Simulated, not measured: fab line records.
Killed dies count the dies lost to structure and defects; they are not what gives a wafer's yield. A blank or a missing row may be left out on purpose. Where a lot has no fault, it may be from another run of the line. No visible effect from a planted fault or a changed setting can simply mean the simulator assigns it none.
fab line records -- flow rit_cmos
[record] lots = 13, wafers = 39, last_day = 7
route steps=202 shown NWELL@37 NSD@158 CONTACT@168 M1@202
lots that met no fault: taken from a fault-free run of the same line
start_h: start of the lot's first displayed wafer, in hours after the record's first day -- wait_h: time in hours since the lot's previous step -- " identical to the entry in the row above -- L1.1+2: a row that stands for several wafers -- - either no value or no given start -- * or withheld: withheld -- < > ~ a bound
route shown NAME@n: names a module that has steps shown in the file, with the first one's number in the route -- usual: mean and standard deviation over wafers with no fault -- same: alike in all rows -- chamber/n: place in a boat -- sites: each site's reading -- _std_site: standard deviation of those values -- _edge_site: mean of outer sites minus mean of inner sites -- radius_mm: how far each site lies from the wafer's centre -- mask NAME#n: copy n -- behind: the last tool/chamber to shape the wafer -- hold: why the lot went on hold/how many hours it stayed there/how the hold came to an end -- device: whichever transistor did not switch (one of n, p or np) -- end of line: tests run on the same wafers once the route is complete -- step lacking rows: just its recipe -- killed: at the first sort, the dies lost to defects and structure; wafer yield is something else -- map: shows each die of a wafer: x if killed, . if not, _ if none is there
set.NAME: the setting that was run; set.NAME@STEP: the one run at that earlier step -- model.NAME: the simulator's own value behind a step, which no gauge read
a sample of lots followed through the steps of the route, with each step as a table and each wafer as a row
services: when a tool's chamber went out of use (start_h, in hours from the record's first day, below 0 if earlier), for how many hours, and the reason
[[steps]]
[step RIT_NWELL_STRIP_09]
[recipe] chemistry = O2, time_s = 180, resist = NOVOLAK, platen_temp_c = withheld, power_w = 500, pressure_mtorr = 4000, o2_flow_sccm = 4000
[usual] drypump_motor_current_A = 5.9/0.33
lot.wafer,tool,chamber,start_h,wait_h,drypump_motor_current_A,rf_hours_counter_h
L644.1,plasma_asher-04,1,22.82,0.1,5.4,38
L644.4,plasma_asher-04,1,22.82,0.1,5.3,-
L644.6,plasma_asher-04,0,22.82,0.1,6.0,-
L649.1,plasma_asher-04,1,50.73,0.1,5.3,42
L649.5,plasma_asher-04,1,50.73,0.1,5.3,-
L649.6,plasma_asher-04,0,50.73,0.1,6.1,-
L651.2,plasma_asher-02,0,56.92,0.1,6.0,41
L651.3,plasma_asher-02,1,56.92,0.1,6.1,-
L651.5,plasma_asher-02,1,56.92,0.1,6.1,-
L652.2,plasma_asher-02,0,63.72,0.1,6.1,42
L652.4,plasma_asher-02,0,63.72,0.1,6.1,-
L652.6,plasma_asher-02,0,63.72,0.1,6.1,-
L653.1,plasma_asher-04,0,68.84,0.1,6.0,44
L653.3,plasma_asher-04,1,68.84,0.1,5.3,-
L653.5,plasma_asher-04,1,68.84,0.1,5.3,-
L654.2,plasma_asher-02,1,71.52,0.1,6.2,43
L654.3,plasma_asher-02,1,71.52,0.1,6.1,-
L654.4,plasma_asher-02,0,71.52,0.1,6.1,-
L655.1,plasma_asher-04,1,76.80,0.1,5.3,45
L655.4,plasma_asher-04,1,76.80,0.1,5.3,-
L655.6,plasma_asher-04,0,76.80,0.1,6.0,-
L656.4,plasma_asher-02,0,82.59,0.1,6.0,-
L656.5,plasma_asher-02,1,82.59,0.1,6.1,-
L656.6,plasma_asher-02,0,82.59,0.1,6.0,-
L657.1,plasma_asher-02,0,87.61,0.1,6.1,45
L657.2,plasma_asher-02,1,87.61,0.1,6.1,45
L657.4,plasma_asher-02,1,87.61,0.1,6.1,-
L658.1,plasma_asher-03,0,91.02,0.1,5.9,29
L658.4,plasma_asher-03,1,91.02,0.1,6.3,-
L658.6,plasma_asher-03,0,91.02,0.1,5.9,-
L660.1,plasma_asher-03,0,102.79,0.1,5.9,30
L660.2,plasma_asher-03,1,102.79,0.1,6.3,30
L660.5,plasma_asher-03,1,102.79,0.1,6.3,-
L663.3,plasma_asher-04,1,118.14,0.1,5.3,-
L663.4,plasma_asher-04,0,118.14,0.1,6.0,-
L663.5,plasma_asher-04,0,118.14,0.1,6.0,-
L664.1,plasma_asher-03,0,122.19,0.1,5.8,32
L664.2,plasma_asher-03,1,122.19,0.1,6.3,32
L664.3,plasma_asher-03,0,122.19,0.1,5.8,-
[step RIT_SDANNEAL_RS_MEAS_05]
[recipe] thk_meas_gauge = four-point-probe
[usual] NSD_RS = 84.5/0.34
lot.wafer,tool,chamber,start_h,wait_h,NSD_RS[ohm/sq]
L644.1,film_metro-04,-,51.79,0.1,84.5
L644.4,film_metro-04,-,51.79,0.1,84.1
L644.6,film_metro-04,-,51.79,0.1,84.3
L649.1,film_metro-03,-,80.83,0.1,83.8
L649.5,film_metro-03,-,80.83,0.1,83.7
L649.6,film_metro-03,-,80.83,0.1,83.4
L651.2,film_metro-04,-,86.10,0.1,84.4
L651.3,film_metro-04,-,86.10,0.1,84.3
L651.5,film_metro-04,-,86.10,0.1,84.1
L652.2,film_metro-03,-,95.10,0.1,84.8
L652.4,film_metro-03,-,95.10,0.1,85.1
L652.6,film_metro-03,-,95.10,0.1,85.0
L653.1,film_metro-03,-,99.17,0.1,84.7
L653.3,film_metro-03,-,99.17,0.1,84.5
L653.5,film_metro-03,-,99.17,0.1,84.8
L654.2,film_metro-04,-,103.08,0.1,84.3
L654.3,film_metro-04,-,103.08,0.1,84.3
L654.4,film_metro-04,-,103.08,0.1,84.3
L655.1,film_metro-04,-,107.80,0.1,84.6
L655.4,film_metro-04,-,107.80,0.1,84.5
L655.6,film_metro-04,-,107.80,0.1,85.0
L656.4,film_metro-02,-,116.25,0.1,85.0
L656.5,film_metro-02,-,116.25,0.1,84.8
L656.6,film_metro-02,-,116.25,0.1,85.2
L657.1,film_metro-04,-,116.59,0.1,84.1
L657.2,film_metro-04,-,116.59,0.1,84.3
L657.4,film_metro-04,-,116.59,0.1,84.1
L658.1,film_metro-04,-,120.16,0.1,84.6
L658.4,film_metro-04,-,120.16,0.1,84.4
L658.6,film_metro-04,-,120.16,0.1,84.5
L660.1,film_metro-03,-,131.86,0.1,84.6
L660.2,film_metro-03,-,131.86,0.1,84.8
L660.5,film_metro-03,-,131.86,0.1,84.4
L663.3,film_metro-03,-,147.31,0.1,84.4
L663.4,film_metro-03,-,147.31,0.1,84.3
L663.5,film_metro-03,-,147.31,0.1,84.4
L664.1,film_metro-04,-,154.34,0.1,84.8
L664.2,film_metro-04,-,154.34,0.1,84.7
L664.3,film_metro-04,-,154.34,0.1,84.8
[step RIT_CONTACT_CVD_00]
[recipe] material = SiO2, target_thk_nm = 400, precursor = TEOS, temp_c = 390, time_s = 61, rf_w = 412.9
[usual] heater_power_w = 318/65, run_length_s = 88.7/0.63
lot.wafer,tool,chamber,start_h,wait_h,heater_power_w,run_length_s
L644.1,pecvd-02,0,52.67,0.1,245,87.8
L644.4,pecvd-02,0,52.67,0.1,254,87.8
L644.6,pecvd-02,2,52.67,0.1,446,88.0
L649.1,pecvd-01,1,81.70,0.1,276,89.6
L649.5,pecvd-01,2,81.70,0.1,312,88.4
L649.6,pecvd-01,1,81.70,0.1,287,89.3
L651.2,pecvd-03,0,86.96,0.0,289,88.8
L651.3,pecvd-03,2,86.96,0.0,440,89.3
L651.5,pecvd-03,0,86.96,0.0,202,89.1
L652.2,pecvd-01,0,95.96,0.0,332,87.9
L652.4,pecvd-01,2,95.96,0.0,373,88.8
L652.6,pecvd-01,0,95.96,0.0,364,87.5
L653.1,pecvd-02,1,100.05,0.1,274,88.6
L653.3,pecvd-02,0,100.05,0.1,229,87.6
L653.5,pecvd-02,2,100.05,0.1,390,88.5
L654.2,pecvd-03,1,103.94,0.0,353,89.0
L654.3,pecvd-03,0,103.94,0.0,289,88.9
L654.4,pecvd-03,2,103.94,0.0,341,89.6
L655.1,pecvd-01,0,108.68,0.1,330,88.0
L655.4,pecvd-01,0,108.68,0.1,343,88.5
L655.6,pecvd-01,1,108.68,0.1,279,89.4
L656.4,pecvd-02,0,117.09,0.0,239,88.6
L656.5,pecvd-02,1,117.09,0.0,302,88.2
L656.6,pecvd-02,0,117.09,0.0,248,87.5
L657.1,pecvd-03,1,117.46,0.1,327,89.3
L657.2,pecvd-03,2,117.46,0.1,403,89.9
L657.4,pecvd-03,1,117.46,0.1,341,89.0
L658.1,pecvd-01,2,121.04,0.1,378,88.8
L658.4,pecvd-01,2,121.04,0.1,274,88.7
L658.6,pecvd-01,1,121.04,0.1,313,90.0
L660.1,pecvd-03,2,132.74,0.1,382,89.7
L660.2,pecvd-03,1,132.74,0.1,339,88.9
L660.5,pecvd-03,1,132.74,0.1,354,89.4
L663.3,pecvd-03,2,148.15,0.0,408,89.5
L663.4,pecvd-03,0,148.15,0.0,273,89.2
L663.5,pecvd-03,2,148.15,0.0,417,89.8
L664.1,pecvd-01,2,155.28,0.1,340,90.8
L664.2,pecvd-01,1,155.28,0.1,232,89.6
L664.3,pecvd-01,0,155.28,0.1,288,87.5
[step RIT_CONTACT_STRIP_12]
[recipe] chemistry = O2, time_s = 180, resist = NOVOLAK, platen_temp_c = withheld, power_w = 500, pressure_mtorr = 4000, o2_flow_sccm = 4000
[usual] drypump_motor_current_A = 5.7/0.4
lot.wafer,tool,chamber,start_h,wait_h,drypump_motor_current_A,rf_hours_counter_h
L644.1,plasma_asher-01,0,54.25,0.1,5.7,40
L644.4,plasma_asher-01,1,54.25,0.1,5.1,-
L644.6,plasma_asher-01,0,54.25,0.1,5.7,-
L649.1,plasma_asher-03,1,83.41,0.1,6.3,28
L649.5,plasma_asher-03,0,83.41,0.1,5.9,-
L649.6,plasma_asher-03,1,83.41,0.1,6.3,-
L651.2,plasma_asher-04,0,88.54,0.1,6.0,47
L651.3,plasma_asher-04,1,88.54,0.1,5.3,-
L651.5,plasma_asher-04,1,88.54,0.1,5.4,-
L652.2,plasma_asher-03,0,97.81,0.1,5.8,29
L652.4,plasma_asher-03,1,97.81,0.1,6.3,-
L652.6,plasma_asher-03,0,97.81,0.1,5.9,-
L653.1,plasma_asher-01,0,101.81,0.1,5.7,46
L653.3,plasma_asher-01,1,101.81,0.1,5.1,-
L653.5,plasma_asher-01,1,101.81,0.1,5.0,-
L654.2,plasma_asher-04,0,105.51,0.1,6.0,48
L654.3,plasma_asher-04,1,105.51,0.1,5.3,-
L654.4,plasma_asher-04,0,105.51,0.1,6.0,-
L655.1,plasma_asher-03,0,110.39,0.1,5.9,30
L655.4,plasma_asher-03,0,110.39,0.1,5.9,-
L655.6,plasma_asher-03,0,110.39,0.1,5.9,-
L656.4,plasma_asher-03,1,118.92,0.2,6.3,-
L656.5,plasma_asher-03,0,118.92,0.2,5.9,-
L656.6,plasma_asher-03,1,118.92,0.2,6.3,-
L657.1,plasma_asher-04,0,119.24,0.1,6.0,0
L657.2,plasma_asher-04,1,119.24,0.1,5.3,0
L657.4,plasma_asher-04,0,119.24,0.1,6.0,-
L658.1,plasma_asher-01,0,122.80,0.1,5.7,48
L658.4,plasma_asher-01,0,122.80,0.1,5.7,-
L658.6,plasma_asher-01,1,122.80,0.1,5.1,-
L660.1,plasma_asher-03,0,134.44,0.1,5.9,33
L660.2,plasma_asher-03,1,134.44,0.1,6.3,33
L660.5,plasma_asher-03,1,134.44,0.1,6.3,-
L663.3,plasma_asher-04,1,149.91,0.2,5.3,-
L663.4,plasma_asher-04,0,149.91,0.2,6.0,-
L663.5,plasma_asher-04,0,149.91,0.2,6.0,-
L664.1,plasma_asher-03,0,156.98,0.1,5.8,35
L664.2,plasma_asher-03,1,156.98,0.1,6.3,35
L664.3,plasma_asher-03,0,156.98,0.1,5.9,-
[step RIT_M1_PROBE_99]
[usual] killed_at_contacts = 0.1/0.27, killed_at_front_end = 6.7/2.9, killed_dies = 6.7/2.9, killed_open = 3.4/1.8, killed_short = 3.3/2.2
[same] gross_dies = 264, killed_at_M0_to_M3 = 0, killed_at_M4_up = 0, killed_at_back_side = 0, killed_at_other = 0
lot.wafer,tool,chamber,start_h,wait_h,killed_at_contacts,killed_at_front_end,killed_dies,killed_open,killed_short
L644.1,prober-02,-,59.05,0.1,0,12,12,6,6
L644.4,prober-02,-,59.20,0.2,1,7,8,4,4
L644.6,prober-02,-,59.30,0.2,0,6,6,4,2
L649.1,prober-01,-,88.22,0.1,0,10,10,4,6
L649.5,prober-01,-,88.42,0.2,1,6,7,6,1
L649.6,prober-01,-,88.47,0.2,0,2,2,2,0
L651.2,prober-01,-,105.51,0.1,0,6,6,3,3
L651.3,prober-01,-,105.56,0.2,0,8,8,5,3
L651.5,prober-01,-,105.66,0.2,0,5,5,3,2
L652.2,prober-02,-,105.51,0.1,0,8,8,2,6
L652.4,prober-02,-,105.61,0.2,0,9,9,3,6
L652.6,prober-02,-,105.71,0.2,1,8,9,6,3
L653.1,prober-02,-,106.96,0.1,0,7,7,3,4
L653.3,prober-02,-,107.06,0.2,0,4,4,4,0
L653.5,prober-02,-,107.16,0.2,0,6,6,3,3
L654.2,prober-01,-,110.64,0.1,0,10,10,4,6
L654.3,prober-01,-,110.69,0.2,0,5,5,4,1
L654.4,prober-01,-,110.74,0.2,0,7,7,2,5
L655.1,prober-02,-,115.52,0.1,1,3,4,1,2
L655.4,prober-02,-,115.67,0.2,0,6,6,1,5
L655.6,prober-02,-,115.77,0.2,0,7,7,4,3
L656.4,prober-01,-,123.70,0.2,0,4,4,4,0
L656.5,prober-01,-,123.75,0.2,0,10,10,6,4
L656.6,prober-01,-,123.80,0.2,0,4,4,3,1
L657.1,prober-02,-,125.05,0.1,0,6,6,5,1
L657.2,prober-02,-,125.10,0.1,1,6,7,1,6
L657.4,prober-02,-,125.20,0.2,0,9,9,6,3
L658.1,prober-01,-,127.62,0.1,0,7,7,6,1
L658.4,prober-01,-,127.77,0.2,0,5,5,2,3
L658.6,prober-01,-,127.87,0.2,0,5,5,3,2
L660.1,prober-01,-,139.26,0.1,0,8,8,1,7
L660.2,prober-01,-,139.31,0.1,0,4,4,3,1
L660.5,prober-01,-,139.46,0.2,0,11,11,5,5
L663.3,prober-02,-,154.74,0.2,0,6,6,2,4
L663.4,prober-02,-,154.79,0.2,0,4,4,2,2
L663.5,prober-02,-,154.84,0.2,0,5,5,3,2
L664.1,prober-01,-,161.84,0.1,0,7,7,2,5
L664.2,prober-01,-,161.89,0.1,1,13,14,2,12
L664.3,prober-01,-,161.94,0.2,0,7,7,2,5
// killed by level:class
L644.1 REOX:geometric_particle:short=4 REOX:geometric_particle:open=2 GATE:geometric_particle:open=2 FOX1:geometric_particle:open=1 GATE:geometric_particle:short=1 SPACER:geometric_particle:short=1 SPACER:geometric_particle:open=1
L644.4 GATE:geometric_particle:open=2 GATE:geometric_particle:short=2 FOX1:geometric_particle:open=1 FOX2:geometric_particle:open=1 SPACER:geometric_particle:short=1 CONTACT:geometric_particle:short=1
L644.6 GATE:geometric_particle:open=4 FOX1:geometric_particle:short=1 GATE:geometric_particle:short=1
L649.1 GATE:geometric_particle:short=5 GATE:geometric_particle:open=3 FOX1:geometric_particle:open=1 SILICIDE:geometric_particle:short=1
L649.5 GATE:geometric_particle:open=4 FOX2:geometric_particle:open=1 GATE:geometric_particle:short=1 CONTACT:geometric_particle:open=1
L649.6 FOX1:geometric_particle:open=1 REOX:geometric_particle:open=1
L651.2 GATE:geometric_particle:open=2 SPACER:geometric_particle:short=2 GATE:geometric_particle:short=1 SPACER:geometric_particle:open=1
L652.2 FOX1:geometric_particle:short=4 FOX1:geometric_particle:open=2 GATE:geometric_particle:short=2
L651.3 GATE:geometric_particle:open=3 GATE:geometric_particle:short=2 FOX2:geometric_particle:open=1 REOX:geometric_particle:short=1 SILICIDE:geometric_particle:open=1
L652.4 GATE:geometric_particle:open=3 GATE:geometric_particle:short=3 FOX1:geometric_particle:short=2 SILICIDE:geometric_particle:short=1
L651.5 FOX1:geometric_particle:open=1 GATE:geometric_particle:open=1 GATE:geometric_particle:short=1 REOX:geometric_particle:short=1 REOX:geometric_particle:open=1
L652.6 FOX1:geometric_particle:open=3 FOX1:geometric_particle:short=1 GATE:geometric_particle:open=1 GATE:geometric_particle:short=1 SPACER:geometric_particle:short=1 SPACER:geometric_particle:open=1 CONTACT:geometric_particle:open=1
L653.1 FOX1:geometric_particle:open=2 FOX1:geometric_particle:short=1 GATE:geometric_particle:short=1 REOX:geometric_particle:open=1 REOX:geometric_particle:short=1 SILICIDE:geometric_particle:short=1
L653.3 GATE:geometric_particle:open=2 FOX1:geometric_particle:open=1 REOX:geometric_particle:open=1
L653.5 SPACER:geometric_particle:short=2 GATE:geometric_particle:short=1 FOX1:geometric_particle:open=1 FOX2:geometric_particle:open=1 SPACER:geometric_particle:open=1
L654.2 GATE:geometric_particle:short=3 FOX1:geometric_particle:short=2 FOX2:geometric_particle:open=1 GATE:geometric_particle:open=1 REOX:geometric_particle:short=1 SPACER:geometric_particle:open=1 SILICIDE:geometric_particle:open=1
L654.3 GATE:geometric_particle:open=2 GATE:geometric_particle:short=1 SPACER:geometric_particle:open=1 SILICIDE:geometric_particle:open=1
L654.4 GATE:geometric_particle:short=2 REOX:geometric_particle:short=2 GATE:geometric_particle:open=1 REOX:geometric_particle:open=1 SILICIDE:geometric_particle:short=1
L655.1 GATE:geometric_particle:short=1 SILICIDE:geometric_particle:short=1 CONTACT:geometric_particle:open=1 PLDD:coat_microbubble_printed=1
L655.4 FOX2:geometric_particle:short=1 GATE:geometric_particle:short=1 REOX:geometric_particle:short=1 SPACER:geometric_particle:short=1 SPACER:geometric_particle:open=1 SILICIDE:geometric_particle:short=1
L655.6 SILICIDE:geometric_particle:open=3 FOX2:geometric_particle:short=1 REOX:geometric_particle:short=1 REOX:geometric_particle:open=1 SILICIDE:geometric_particle:short=1
L656.4 REOX:geometric_particle:open=2 FOX1:geometric_particle:open=1 GATE:geometric_particle:open=1
L656.5 GATE:geometric_particle:short=4 GATE:geometric_particle:open=4 REOX:geometric_particle:open=2
L656.6 GATE:geometric_particle:open=1 REOX:geometric_particle:short=1 SPACER:geometric_particle:open=1 SILICIDE:geometric_particle:open=1
L657.1 FOX2:geometric_particle:open=2 GATE:geometric_particle:open=2 FOX1:geometric_particle:short=1 REOX:geometric_particle:open=1
L657.2 FOX2:geometric_particle:short=2 GATE:geometric_particle:short=2 FOX1:geometric_particle:open=1 SILICIDE:geometric_particle:short=1 CONTACT:geometric_particle:short=1
L657.4 GATE:geometric_particle:open=3 SILICIDE:geometric_particle:open=2 FOX1:geometric_particle:open=1 FOX1:geometric_particle:short=1 FOX2:geometric_particle:short=1 GATE:geometric_particle:short=1
L658.1 GATE:geometric_particle:open=4 FOX1:geometric_particle:short=1 SPACER:geometric_particle:open=1 SILICIDE:geometric_particle:open=1
L658.4 SILICIDE:geometric_particle:short=2 SPACER:geometric_particle:open=1 SPACER:geometric_particle:short=1 SILICIDE:geometric_particle:open=1
L658.6 GATE:geometric_particle:open=2 FOX1:geometric_particle:short=1 SPACER:geometric_particle:short=1 SILICIDE:geometric_particle:open=1
L660.1 GATE:geometric_particle:short=5 REOX:geometric_particle:short=1 SILICIDE:geometric_particle:short=1 SILICIDE:geometric_particle:open=1
L660.2 GATE:geometric_particle:open=2 FOX1:geometric_particle:short=1 FOX2:geometric_particle:open=1
L660.5 GATE:geometric_particle:short=2 REOX:geometric_particle:open=2 SILICIDE:geometric_particle:open=2 FOX2:geometric_particle:short=1 FOX2:geometric_particle:open=1 SPACER:geometric_particle:short=1 SILICIDE:geometric_particle:short=1 PWELL:coat_microbubble_printed=1
L663.3 GATE:geometric_particle:short=3 FOX2:geometric_particle:short=1 GATE:geometric_particle:open=1 SILICIDE:geometric_particle:open=1
L663.4 GATE:geometric_particle:short=1 SPACER:geometric_particle:open=1 SPACER:geometric_particle:short=1 SILICIDE:geometric_particle:open=1
L663.5 GATE:geometric_particle:open=2 GATE:geometric_particle:short=1 SPACER:geometric_particle:open=1 SILICIDE:geometric_particle:short=1
L664.1 SPACER:geometric_particle:short=3 GATE:geometric_particle:open=2 GATE:geometric_particle:short=1 REOX:geometric_particle:short=1
L664.2 GATE:geometric_particle:short=4 FOX1:geometric_particle:short=2 REOX:geometric_particle:short=2 SPACER:geometric_particle:short=2 FOX2:geometric_particle:short=1 SPACER:geometric_particle:open=1 SILICIDE:geometric_particle:open=1 CONTACT:geometric_particle:short=1
L664.3 SPACER:geometric_particle:open=2 SPACER:geometric_particle:short=2 FOX1:geometric_particle:short=1 GATE:geometric_particle:short=1 REOX:geometric_particle:short=1
[[services]]
tool,chamber,start_h,hours,kind
pecvd-03,1,7.61,8.1,repair
pecvd-03,2,8.69,2.0,repair
pecvd-03,-,10.30,2.8,pm
plasma_asher-03,-,31.99,31.5,repair
plasma_asher-03,-,63.47,2.8,pm
pecvd-02,2,107.85,11.2,repair
plasma_asher-04,-,108.75,9.0,pm
plasma_asher-04,0,108.75,9.0,vent_cycle
plasma_asher-04,1,108.75,9.0,vent_cycle
plasma_asher-04,0,117.75,-,clean
plasma_asher-04,1,117.75,-,clean
pecvd-02,2,121.51,5.9,repair
plasma_asher-03,-,139.37,6.4,repair
plasma_asher-01,-,145.12,2.8,pm
pecvd-01,0,156.42,16.2,repair
[[key]]
[first_sign] step = RIT_CONTACT_CVD_00, reading = run_length_s, direction = up, sigmas = 3.3, usual = *, struck = *
effect none on later readings
met_at RIT_CONTACT_CVD_00
struck_lots L664
struck_wafers L664.1
tester_left_out L664
not_acting_at RIT_NWELL_STRIP_09,RIT_SDANNEAL_RS_MEAS_05,RIT_CONTACT_STRIP_12
onset_between 121.04 155.28
[fault] kind = process_parameter_drift, tool = pecvd-01, chamber = 2, onset_h = 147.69, steps = RIT_CONTACT_CVD_00, channel = time_s, offset = *, shape = step, end_h = 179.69, stated = *
// tester_left_out: of these lots the tester's yield and bins aren't shown, on N5 and GAA mostly nor the transistor test; their killed dies are dies lost to structure and defects alone, not to doping, threshold or leakage, so they don't give the yield
